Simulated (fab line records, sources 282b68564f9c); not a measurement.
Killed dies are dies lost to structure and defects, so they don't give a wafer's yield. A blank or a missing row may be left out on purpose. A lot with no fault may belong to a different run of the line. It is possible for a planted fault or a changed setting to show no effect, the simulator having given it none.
What tool caused it? -- flow ritCmos -- 45 wafers from 15 lots sampled at 2 of the route's 202 steps

== WHAT THE GAUGES SHOWED, per wafer ==
RIT_REOX_THK_MEAS_04. Usual: REOX_OXIDE_THK gives 25.1 nm (standard deviation 0.41).
lot,measured,on,REOX_OXIDE_THK (nm),flag
L716,day 2 20:54,filmMetro-03,25.2 25.0 25.2,
L718,day 3 11:23,filmMetro-03,24.1 24.2 24.4,
L719,day 3 14:16,filmMetro-04,25.5 25.5 25.1,
L720,day 3 20:44,filmMetro-04,25.1 25.6 25.3,
L725,day 4 16:14,filmMetro-04,25.3 25.1 24.9,
L724,day 4 18:46,filmMetro-04,24.5 24.9 24.9,
L727,day 5 07:00,filmMetro-03,25.6 25.3 25.4,
L728,day 5 10:27,filmMetro-03,25.1 25.7 25.1,
L730,day 5 20:49,filmMetro-01,24.6 24.6 25.1,
L732,day 6 00:56,filmMetro-04,25.9 26.1 25.7,
L733,day 6 10:57,filmMetro-04,25.3 24.7 24.6,
L734,day 6 17:02,filmMetro-04,25.7 25.5 25.6,
L735,day 6 20:55,filmMetro-04,25.0 24.8 25.2,
L738,day 7 12:01,filmMetro-03,25.5 25.4 25.3,
L739,day 7 12:00,filmMetro-04,25.4 25.5 25.1,

== EACH LOT AND THE TOOL THAT RAN IT (in order: tool; ch and the chambers of the sampled wafers; start) ==
lot,RIT_GATE_ETCH_19
L716,"rieSi-02 ch 1,2,3, day 2 17:15"
L718,"rieSi-02 ch 2,3, day 3 06:55"
L719,"rieSi-01 ch 0,3, day 3 10:55"
L720,"rieSi-02 ch 0,3, day 3 17:24"
L725,"rieSi-02 ch 0,1,2, day 4 12:31"
L724,"rieSi-01 ch 2,3, day 4 14:14"
L727,"rieSi-01 ch 0,3, day 5 03:36"
L728,"rieSi-02 ch 1,2,3, day 5 07:06"
L730,"rieSi-02 ch 0,1,2, day 5 16:41"
L732,"rieSi-02 ch 1,3, day 5 21:34"
L733,"rieSi-01 ch 0,1, day 6 07:30"
L734,"rieSi-02 ch 1,3, day 6 13:43"
L735,"rieSi-01 ch 0,1,3, day 6 16:43"
L738,"rieSi-02 ch 0,3, day 7 08:04"
L739,"rieSi-01 ch 1,2,3, day 7 08:25"
- RIT_GATE_ETCH_19: etches poly-Si in SF6/CHF3/O2, stops on SiO2, time 165 s, target depth 312.5 nm.

== WHAT THE TOOLS THEMSELVES READ (means of the sampled wafers that have a number; where no wafer has one, the mark that the record gives instead) ==
RIT_GATE_ETCH_19. Usual: drypumpMotorCurrentA 5.9 A, standard deviation 0.47; oesProductAu 0.847 a.u., standard deviation 0.014; throttleValvePct 10.23 %, standard deviation 0.18.
lot,tool,drypumpMotorCurrentA (A),oesProductAu (a.u.),throttleValvePct (%),flag
L716,rieSi-02,6.0,0.861,10.18,
L718,rieSi-02,5.6,0.858,10.26,
L719,rieSi-01,5.7,0.839,10.03,
L720,rieSi-02,5.9,0.861,10.35,
L725,rieSi-02,5.8,0.850,10.32,
L724,rieSi-01,6.2,0.844,10.16,
L727,rieSi-01,5.8,0.835,10.01,
L728,rieSi-02,6.0,0.839,10.18,
L730,rieSi-02,5.8,0.842,10.33,
L732,rieSi-02,6.4,0.858,10.09,
L733,rieSi-01,5.5,0.838,10.14,
L734,rieSi-02,6.4,0.864,10.08,
L735,rieSi-01,5.7,0.851,10.14,
L738,rieSi-02,5.9,0.859,10.35,
L739,rieSi-01,6.0,0.840,10.27,

== THE ANSWER, worked out from the rows above alone ==
Rule: lot off if the mean of its wafers having a number is beyond 3 standard deviations from the usual mean. Also off: a lot with no number at a reading for which 4 or more lots have one. Where the step has rows for the other lots, those lots are counted as sound. First the gauges in route order, then the tools' own readings, where a lot's mean is used as printed above. The first step at which some lot is off is used, and at that step the reading that is off furthest; a lot without a number counts as furthest.
Nothing can be told from this: no lot is off at any reading shown.

== WHAT THE SIMULATOR HAD PUT IN ==
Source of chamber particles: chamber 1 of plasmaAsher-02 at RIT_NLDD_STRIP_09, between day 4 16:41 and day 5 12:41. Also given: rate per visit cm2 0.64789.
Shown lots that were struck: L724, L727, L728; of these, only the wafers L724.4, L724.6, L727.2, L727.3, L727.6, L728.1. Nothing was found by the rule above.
